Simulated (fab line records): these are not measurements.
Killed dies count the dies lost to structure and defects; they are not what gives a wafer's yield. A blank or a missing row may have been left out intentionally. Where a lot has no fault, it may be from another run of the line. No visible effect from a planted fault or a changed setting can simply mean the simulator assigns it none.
2 desks, one fault + flow ritCmos + each desk holds nothing but its own numbers, with what lay behind them at the end

AT THE METROLOGY DESK
What the gauges read, lot by lot, whatever tool the lot ran on: means of the sampled wafers that have a number. A lot is out of limits, marked OUT, if its mean lies more than 4 standard deviations from the usual mean; the brackets give that distance.
Columns: A = cdNm at RIT_ACTIVE_CD_MEAS_11, usual 1399.7 nm; B = cdNm at RIT_GATE_CD_MEAS_90, usual 148.2 nm; C = NLDD_TW at RIT_NLDD_TW_MEAS_10, usual 2477
| lot  | first seen here | A      | B     | C                    |
|------|-----------------|--------|-------|----------------------|
| L747 | day 1 15:53     | 1401.6 | 147.0 | 2442                 |
| L748 | day 1 19:26     | 1400.8 | 147.3 | 2456                 |
| L749 | day 2 00:28     | 1396.7 | 149.0 | 2446                 |
| L750 | day 2 05:26     | 1399.1 | 151.4 | 2498                 |
| L751 | day 2 10:37     | 1399.1 | 146.1 | 30 (-99 or more) OUT |
| L754 | day 3 02:08     | 1401.6 | 151.5 | 30 (-99 or more) OUT |
| L757 | day 3 16:39     | 1399.7 | 145.0 | 2515                 |
| L765 | day 5 11:43     | 1399.3 | 149.3 | 2465                 |
| L766 | day 5 13:34     | 1400.9 | 147.4 | 2499                 |
| L767 | day 5 18:28     | 1396.7 | 149.7 | 2468                 |
| L768 | day 5 23:34     | 1400.5 | 148.2 | 2456                 |
| L769 | day 6 04:37     | 1396.4 | 145.1 | 2475                 |
| L770 | day 6 09:35     | 1398.8 | 145.7 | 2469                 |
This desk's finding: out of limits on L751, L754; first on L751, day 3 14:37 (NLDD_TW at RIT_NLDD_TW_MEAS_10). In limits: L747, L748, L749, L750, L757, L765, L766, L767, L768, L769, L770.

FOR THE TOOL OWNER'S DESK: lithoTrack-03
The tool's own readings at RIT_NLDD_DEVELOP_05 (develop time 50 s): means of the sampled wafers that have a number, for each lot that ran on this tool. A lot is out of limits, marked OUT, if its mean lies more than 4 standard deviations from the usual mean; the brackets give that distance.
Columns: A = exhaustPa at RIT_NLDD_DEVELOP_05, usual 45.2 Pa
| lot  | first seen here | A    |
|------|-----------------|------|
| L748 | day 2 22:00     | 45.3 |
| L749 | day 3 08:00     | 46.6 |
| L751 | day 3 13:00     | 45.0 |
| L754 | day 4 05:00     | 44.0 |
Result from this desk: across the 4 lots, nothing is out of limits.

TAKEN TOGETHER
An alarm was possible from the metrology desk at day 3 14:37, on L751, L754.
Nothing out of limits was seen by the tool owner's desk.
The tool owner's desk has L751, L754 on record, within its limits.
All the named lots went through RIT_NLDD_DEVELOP_05 on lithoTrack-03.

WHAT THE SIMULATOR HAD INSERTED
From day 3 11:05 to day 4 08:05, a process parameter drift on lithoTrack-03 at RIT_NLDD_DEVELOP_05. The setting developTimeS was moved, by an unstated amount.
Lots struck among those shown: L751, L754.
Hours from the fault's start to each desk's first reading out of limits: the metrology desk, 4.
